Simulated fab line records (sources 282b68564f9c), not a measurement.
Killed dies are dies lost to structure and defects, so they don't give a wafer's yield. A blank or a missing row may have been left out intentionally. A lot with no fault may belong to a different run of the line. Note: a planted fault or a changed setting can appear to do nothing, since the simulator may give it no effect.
8D (eight disciplines) problem report, filled in by code || flow rit-cmos || the parts of the form that need people (team, actions taken, sign-off) are left out

== 1. THE PROBLEM ==
Mean ACTIVE_OXIDE_THK at RIT_ACTIVE_THK_MEAS_02: 37.3 nm over 9 wafers in 3 lots; fault-free wafers: 48.1 nm, standard deviation 0.81. That puts it -13 standard deviations away from the usual mean.
The first sign was on wafer L934.3 at day 4 15:04, on film-metro-04. The record has a number at this step for 45 wafers belonging to 15 lots. The rule behind "out" and "out of limits": a value lying over 4 standard deviations away from the usual mean. The rest of the wafers with a number are treated as sound.

== 2. WHAT IT IS AND WHAT IT IS NOT ==
{"question": "which readings at this step", "is": "ACTIVE_OXIDE_THK", "is not": "-"}
{"question": "which lots", "is": "L934, L936, L937", "is not": "L920, L921, L922, L923, L926, L927, L928, L929, L938, L939, L940, L942"}
{"question": "which wafers of those lots", "is": "all that have a number", "is not": "-"}
{"question": "read on which gauges", "is": "film-metro-03, film-metro-04", "is not": "film-metro-02"}
{"question": "when", "is": "from day 4 15:04", "is not": "up to then (24 sound wafers); but 12 sound wafers of L938, L939, L940, L942 came after"}

== 3. WHAT RULES OUT EACH SUSPECT ==
Counting: any tool at a process step up to the reading is kept as a suspect provided that every lot that is out went through it and no sound lot did after the first of them.
- the gauge at RIT_ACTIVE_THK_MEAS_02: ruled out. 2 gauges (film-metro-03, film-metro-04) read the wafers that are out.
- furnace-02 at RIT_ACTIVE_OXIDATION_01 (target thk 46.8 nm, ox time 3360 s): kept. Every lot that is out went through it, starting with L934 (day 4 13:07), and after that it ran no sound lot; the last sound lot it ran before then is L928 (day 3 07:28).
The count leaves furnace-02 at RIT_ACTIVE_OXIDATION_01.

== 4. THE CAUSE (what the simulator had put in) ==
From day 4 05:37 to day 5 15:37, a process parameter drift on furnace-02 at RIT_ACTIVE_OXIDATION_01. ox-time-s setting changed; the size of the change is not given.
Only this tool survived the counting.

== 5. THE EFFECT CHAIN, in route order ==
Rows list readings where the struck wafers' mean (over those with a number) sits beyond 3 standard deviations from the usual. Scope: only readings with a usual standard deviation given in the record; hours: median across lots of the time from each lot's start at the first step in this table that gives one to its start at this step; sigmas: change in usual standard deviations.
{"hours": 0, "step": "RIT_ACTIVE_THK_MEAS_02", "reading": "ACTIVE_OXIDE_THK", "usual": "48.1 nm", "on struck wafers": 37.3, "change": -10.8, "sigmas": -13}
Later steps that measure or inspect, where all struck wafers having a row at the step show a number for every such reading and not one has moved that far: RIT_NWELL_OVL_MEAS_06.

== 6. WHAT WOULD HAVE CAUGHT IT SOONER ==
9 hours passed between the start of the fault at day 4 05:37 and the first reading out of limits at a measuring or inspecting step in this record, taken at day 4 15:04.
No tool reading at RIT_ACTIVE_OXIDATION_01 that has a usual standard deviation in the record was out on any struck wafer, so an alarm limit of 4 standard deviations on those readings would not have fired.
Of the lots that are out (3), L936, L937 began RIT_ACTIVE_OXIDATION_01 on furnace-02 after day 4 15:04. A hold on the tool at that time would have spared those 2.
